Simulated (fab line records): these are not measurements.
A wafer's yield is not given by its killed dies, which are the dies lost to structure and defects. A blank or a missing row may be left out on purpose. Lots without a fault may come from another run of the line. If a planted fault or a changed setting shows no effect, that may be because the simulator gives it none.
A lot that was struck, set against a sound lot :: flow berkeley-cmos170 :: 15 out of 331 route steps
Sound: the wafers L511.1, L511.2, L511.5. Wafers struck: L515.1, L515.2, L515.4. The cause comes at the end.
Order at every step that has rows: each side's tool, ch and its chambers, its first start. Under that, the readings that differ: sound wafers :: struck wafers :: difference of the means :: sigmas: that difference in standard deviations of wafers without a fault.
alike: words and numbers the same on both sides, and readings whose means are apart by under 2 such deviations; not compared: readings that were withheld, readings missing a value for some wafer, numbers with overlapping values and no deviation given by the record, and bounds like >300 which may hide the same value.
Wherever a step has rows on one side only, a row that says differs or no value, or a row with sigmas, the two part there. Numbers that don't overlap but have no deviation are shown without sigmas and don't part them. A reading missing from all wafers of one side parts the sides only when that side holds two or more wafers.

first, 1 step without rows for these wafers: UCB170_PWELL_DEVELOP_12 (develop time 45 s).
UCB170_PWELL_OVL_MEAS_13:
  sound: overlay-02 at day 3 04:47; struck: overlay-01 at day 3 18:47
  alike: PWELL_OVL
UCB170_PWELL_ETCH_14: etches Si3N4 in CH3F/Ar/O2, stops on SiO2, target depth 242 nm, time 151 s.
  sound on rie-diel-03 ch 0,3, day 3 04:49; struck on rie-diel-01 ch 0,2,3, day 3 18:49
  alike: drypump-motor-current-A, oes-product-au, rf-fwd-power-W, throttle-valve-pct
  not compared: rf-hours-counter-h
then, 1 step without rows for these wafers: UCB170_PWELL_IMPLANT_15.
UCB170_PWELL_STRIP_16: strips in O2.
  sound on plasma-asher-04 ch 0,1, day 3 05:04; struck on plasma-asher-03 ch 0,1, day 3 19:05
  alike: drypump-motor-current-A, oes-product-au, strip-time-to-endpoint-s
  not compared: rf-hours-counter-h
UCB170_PWELL_TW_MEAS_17:
  sound: film-metro-04 at day 3 05:10; struck: film-metro-02 at day 3 19:11
reading: PWELL_TW
sound: 376.8 377.8 377.6
struck: 381.3 381.0 382.7
difference: +4.3
sigmas: +3
then, 5 steps without rows for these wafers: UCB170_PWELL_CLEAN_18 (cleans in SPM, time 600 s); UCB170_PWELL_WET_ETCH_19 (etches Si3N4 in H3PO4, time 14400 s); UCB170_PWELL_WET_ETCH_20 (etches SiO2 in BOE, time 22 s); UCB170_WELLDRIVE_CLEAN_00 (cleans in SPM, time 600 s); UCB170_WELLDRIVE_OXIDATION_01 (target thk 199 nm, ox time 9000 s).
UCB170_WELLDRIVE_THK_MEAS_02:
  sound: film-metro-03 at day 3 17:27; struck: film-metro-03 at day 4 04:19
reading: WELLDRIVE_OXIDE_THK (nm)
sound: 206 203 205
struck: 193 195 200
difference: -9
sigmas: -2
UCB170_WELLDRIVE_ANNEAL_03: time 900 s.
  sound on furnace-03 ch 0, day 3 20:32; struck on furnace-02 ch 0, day 4 06:02
  alike: spike-tc-source-C
then, 1 step without rows for these wafers: UCB170_WELLDRIVE_WET_ETCH_04 (etches SiO2 in BOE, time 120 s).
-- the record jumps here: 4 days lie between the struck wafers' starts before and after (it left off in module WELLDRIVE and takes up again in module M3, whose first step shown is number 331 of the route) --
UCB170_M3_PROBE_99:
  rows exist in the record for the struck wafers here (prober-02, day 8 05:17), but not for the sound ones

## WHERE THEY PART
At UCB170_PWELL_TW_MEAS_17 first; at UCB170_M3_PROBE_99 last (within this record only).

WHY: what the simulator had put in
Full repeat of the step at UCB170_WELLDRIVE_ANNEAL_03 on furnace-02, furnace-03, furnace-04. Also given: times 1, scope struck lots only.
